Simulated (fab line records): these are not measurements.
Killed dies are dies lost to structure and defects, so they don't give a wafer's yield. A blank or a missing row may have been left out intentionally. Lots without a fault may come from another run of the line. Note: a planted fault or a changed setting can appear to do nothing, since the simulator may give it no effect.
Struck lot and sound lot, side by side -- flow rit cmos -- 18 out of 202 route steps
Sound: the wafers L436.2, L436.4, L436.6. The struck wafers were L445.1, L445.2, L445.6. At the end, the cause is stated.
Per side, at each step with rows, come the tool, then ch with its chambers, and then its first start. Under that, the readings that differ: sound wafers -- struck wafers -- difference of the means -- sigmas: that difference in standard deviations of wafers without a fault.
alike: readings whose means differ by less than 2 such deviations, and words and numbers that are the same on both sides. not compared: withheld readings, readings that some wafer has no value for, bounds like >300 that may hide the same value, and numbers for which the record gives no deviation and whose values overlap.
A row with sigmas, a row that says differs or no value, or rows on one side alone: a step with any of these is where the two part. Numbers that don't overlap but have no deviation are shown without sigmas and don't part them. Lack of a reading on every wafer of one side parts them only where that side has two or more wafers.

first, 1 step without rows for these wafers: RIT_PWELL_DEVELOP_05 (develop time 68 s).
RIT_PWELL_OVL_MEAS_06:
  sound: overlay-01 at day 3 06:58; struck: overlay-01 at day 5 03:38
  alike: PWELL_OVL
then, 2 steps without rows for these wafers: RIT_PWELL_HARDBAKE_07 (time 120 s); RIT_PWELL_IMPLANT_08.
RIT_PWELL_STRIP_09: strips in O2, time 180 s.
  sound on plasma asher-01 ch 1, day 3 07:24; struck on plasma asher-02 ch 0,1, day 5 04:04
  alike: drypump motor current A
  not compared: rf hours counter h
RIT_PWELL_TW_MEAS_10:
  sound: film metro-01 at day 3 07:35; struck: film metro-03 at day 5 04:14
  alike: PWELL_TW
then, 1 step without rows for these wafers: RIT_WELLDRIVE_ANNEAL_00 (time 14700 s).
RIT_WELLDRIVE_RS_MEAS_01: uses a four-point probe to measure.
  sound: film metro-01 at day 3 15:04; struck: film metro-01 at day 5 10:14
  alike: NWELL_RS
RIT_WELLDRIVE_RS_MEAS_02: uses a four-point probe to measure.
  sound: film metro-01 at day 3 15:11; struck: film metro-01 at day 5 10:22
  alike: PWELL_RS
then, 3 steps without rows for these wafers: RIT_NRETRO_HMDS_00 (prime time 60 s); RIT_NRETRO_COAT_01 (resist thk 1300 nm); RIT_NRETRO_SOFTBAKE_02 (time 60 s).
RIT_NRETRO_EXPOSE_03: exposes mask M4, target cd 43900 nm.
  sound on iline stepper-01 ch 0, day 3 15:46; struck on iline stepper-01 ch 0, day 5 11:04
reading,sound,struck,difference,sigmas
model.NRETRO.overlay x nm (nm),-0.9013 -0.9013 -0.9013,-300 -300 -300,-299,
  alike: mask
then, 2 steps without rows for these wafers: RIT_NRETRO_PEB_04; RIT_NRETRO_DEVELOP_05 (develop time 68 s).
RIT_NRETRO_OVL_MEAS_06:
  sound: overlay-02 at day 3 16:11; struck: overlay-02 at day 5 11:29
reading,sound,struck,difference,sigmas
NRETRO_OVL (nm),-3.3 -2.9 -2.6,-301.0 -301.0 -303.3,-298.8,-99 or more
then, 1 step without rows for these wafers: RIT_NRETRO_HARDBAKE_07 (time 120 s).
RIT_M1_PROBE_99:
  sound: prober-01 at day 4 21:29; struck: prober-02 at day 6 15:04
reading,sound,struck,difference,sigmas
model.etest.well edge right.line ohm um,181.8 182.3 178.7,183.9 188.4 185.6,+5.0,
model.etest.retro edge pmos.off log10 a um,-10.07 -10.13 -10.15,-7.25 -7.622 -7.195,+2.76,
model.etest.retro edge nmos.off log10 a um,-9.868 -9.848 -10.07,-7.32 -7.312 -7.403,+2.58,
  alike: killed at front end, killed dies, killed open, killed short

## WHERE THEY PART
At RIT_NRETRO_OVL_MEAS_06 and nowhere else, as far as this record goes. Later steps at which nothing parts them and some readings are alike: RIT_M1_PROBE_99.

WHY: the cause the simulator had injected
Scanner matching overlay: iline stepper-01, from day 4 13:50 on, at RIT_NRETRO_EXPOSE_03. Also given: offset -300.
